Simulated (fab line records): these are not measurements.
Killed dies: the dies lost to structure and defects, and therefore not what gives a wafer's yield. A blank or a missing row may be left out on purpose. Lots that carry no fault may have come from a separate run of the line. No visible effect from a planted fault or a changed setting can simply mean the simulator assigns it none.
Comparing a struck lot with a sound one -- flow rit_cmos -- 28 out of 202 route steps
Sound: these wafers, L744.1, L744.2, L744.5. The struck wafers were L748.2, L748.3, L748.4. Last of all comes the cause.
Each step with rows lists, per side, the tool, then ch with its chambers, then its first start. Under that, the readings that differ: sound wafers -- struck wafers -- difference of the means -- sigmas: that difference in standard deviations of wafers without a fault.
alike: readings with means less than 2 such deviations apart, plus words and numbers identical on both sides. not compared: withheld readings, readings lacking a value on some wafer, bounds such as >300 that could conceal the same value, and numbers that have no deviation in the record and whose values overlap.
The two part at a step that has a row with sigmas, a row that says differs or no value, or rows on one side only. When numbers do not overlap yet have no deviation, they are printed without sigmas and do not part them. Lack of a reading on every wafer of one side parts them only where that side has two or more wafers.

RIT_ACTIVE_BOW_MEAS_00:
  sound on film_metro-01, day 2 06:00; struck on film_metro-03, day 3 02:01
  alike: INCOMING_BOW
RIT_ACTIVE_OXIDATION_01: target thk 46.8 nm, ox time 3360 s.
  sound on furnace-03 ch 0, day 2 08:14; struck on furnace-04 ch 0, day 3 03:06
reading,sound,struck,difference,sigmas
model.SiO2_of_ACTIVE_OXIDATION_01.thk_nm (nm),41.78 42.27 42.83,66.41 66.81 66.7,+24.35,
  alike: tube_center_temp_C
RIT_ACTIVE_THK_MEAS_02:
  sound on film_metro-01, day 2 10:11; struck on film_metro-02, day 3 05:02
reading,sound,struck,difference,sigmas
ACTIVE_OXIDE_THK (nm),41.8 42.3 42.8,66.4 66.8 66.6,+24.3,+31
then, 1 step without rows for these wafers: RIT_ACTIVE_CVD_03 (deposits Si3N4 from SiH2Cl2/NH3, target thk 150 nm, time 1500 s).
RIT_ACTIVE_THK_MEAS_04:
  sound on film_metro-03, day 2 11:39; struck on film_metro-03, day 3 07:13
  alike: ACTIVE_NITRIDE_THK
then, 6 steps without rows for these wafers: RIT_ACTIVE_HMDS_05 (prime time 60 s); RIT_ACTIVE_COAT_06 (resist thk 1000 nm); RIT_ACTIVE_SOFTBAKE_07 (time 60 s); RIT_ACTIVE_EXPOSE_08 (exposes mask M1, target cd 1400 nm); RIT_ACTIVE_PEB_09; RIT_ACTIVE_DEVELOP_10 (develop time 50 s).
RIT_ACTIVE_CD_MEAS_11: target cd 1400 nm.
  sound on cd_sem-02, day 2 12:47; struck on cd_sem-02, day 3 08:08
  alike: cd_nm
then, 1 step without rows for these wafers: RIT_ACTIVE_HARDBAKE_12 (time 60 s).
RIT_ACTIVE_ETCH_13: etches Si3N4 in SF6, stops on SiO2, time 210 s, target depth 210 nm.
  sound on rie_diel-04 ch 1,2,3, day 2 13:04; struck on rie_diel-01 ch 0,2,3, day 3 08:23
  alike: drypump_motor_current_A, oes_product_au, throttle_valve_pct
  not compared: rf_hours_counter_h
RIT_ACTIVE_STRIP_14: strips in O2, time 180 s.
  sound on plasma_asher-01 ch 0,1, day 2 13:11; struck on plasma_asher-04 ch 0,1, day 3 08:32
  alike: drypump_motor_current_A
  not compared: rf_hours_counter_h
RIT_ACTIVE_CD_MEAS_90: target cd 1400 nm.
  sound on cd_sem-01, day 2 13:22; struck on cd_sem-02, day 3 08:43
  alike: cd_nm
then, 4 steps without rows for these wafers: RIT_ACTIVE_CLEAN_15 (cleans in SC1, time 600 s); RIT_ACTIVE_CLEAN_16 (cleans in dHF, time 30 s); RIT_ACTIVE_CLEAN_17 (cleans in SC2, time 600 s); RIT_FOX1_OXIDATION_00 (target thk 350.7 nm, ox time 1130 s).
RIT_FOX1_THK_MEAS_01:
  sound on film_metro-03, day 2 16:20; struck on film_metro-02, day 3 13:47
  alike: FOX1_OXIDE_THK
then, 2 steps without rows for these wafers: RIT_FOX1_WET_ETCH_02 (etches SiO2 in BOE, target depth 350 nm, time 390 s); RIT_FOX2_OXIDATION_00 (target thk 350.7 nm, ox time 1130 s).
RIT_FOX2_THK_MEAS_01:
  sound on film_metro-01, day 2 20:12; struck on film_metro-01, day 3 18:34
  alike: FOX2_OXIDE_THK
then, 1 step without rows for these wafers: RIT_FOX2_CLEAN_02 (cleans in dHF, time 180 s).
RIT_FOX2_WET_ETCH_03: etches Si3N4 in H3PO4, target depth 195 nm, time 2700 s.
  sound on wet_bench-01 ch 2, day 2 20:19; struck on wet_bench-02 ch 0, day 3 18:40
reading,sound,struck,difference,sigmas
model.SiO2_of_ACTIVE_OXIDATION_01.thk_nm (nm),36.52 37.62 37.52,59.12 59.11 59,+21.86,
  alike: bath_guard_temp_C
RIT_FOX2_THK_MEAS_90:
  sound on film_metro-03, day 2 21:05; struck on film_metro-01, day 3 19:30
  alike: FIELD_OXIDE_LEFT_1_THK
RIT_M1_PROBE_99:
  sound on prober-01, day 4 19:04; struck on prober-01, day 5 16:34
  alike: killed_at_front_end, killed_dies, killed_on_rim, killed_open, killed_short

== WHERE THEY PART ==
Only at RIT_ACTIVE_THK_MEAS_02, within this record. Later steps at which nothing parts them and some readings are alike: RIT_ACTIVE_THK_MEAS_04, RIT_ACTIVE_CD_MEAS_11, RIT_ACTIVE_ETCH_13, RIT_ACTIVE_STRIP_14, RIT_ACTIVE_CD_MEAS_90, RIT_FOX1_THK_MEAS_01, RIT_FOX2_THK_MEAS_01, RIT_FOX2_WET_ETCH_03, RIT_FOX2_THK_MEAS_90, RIT_M1_PROBE_99.

WHY: the cause the simulator had injected
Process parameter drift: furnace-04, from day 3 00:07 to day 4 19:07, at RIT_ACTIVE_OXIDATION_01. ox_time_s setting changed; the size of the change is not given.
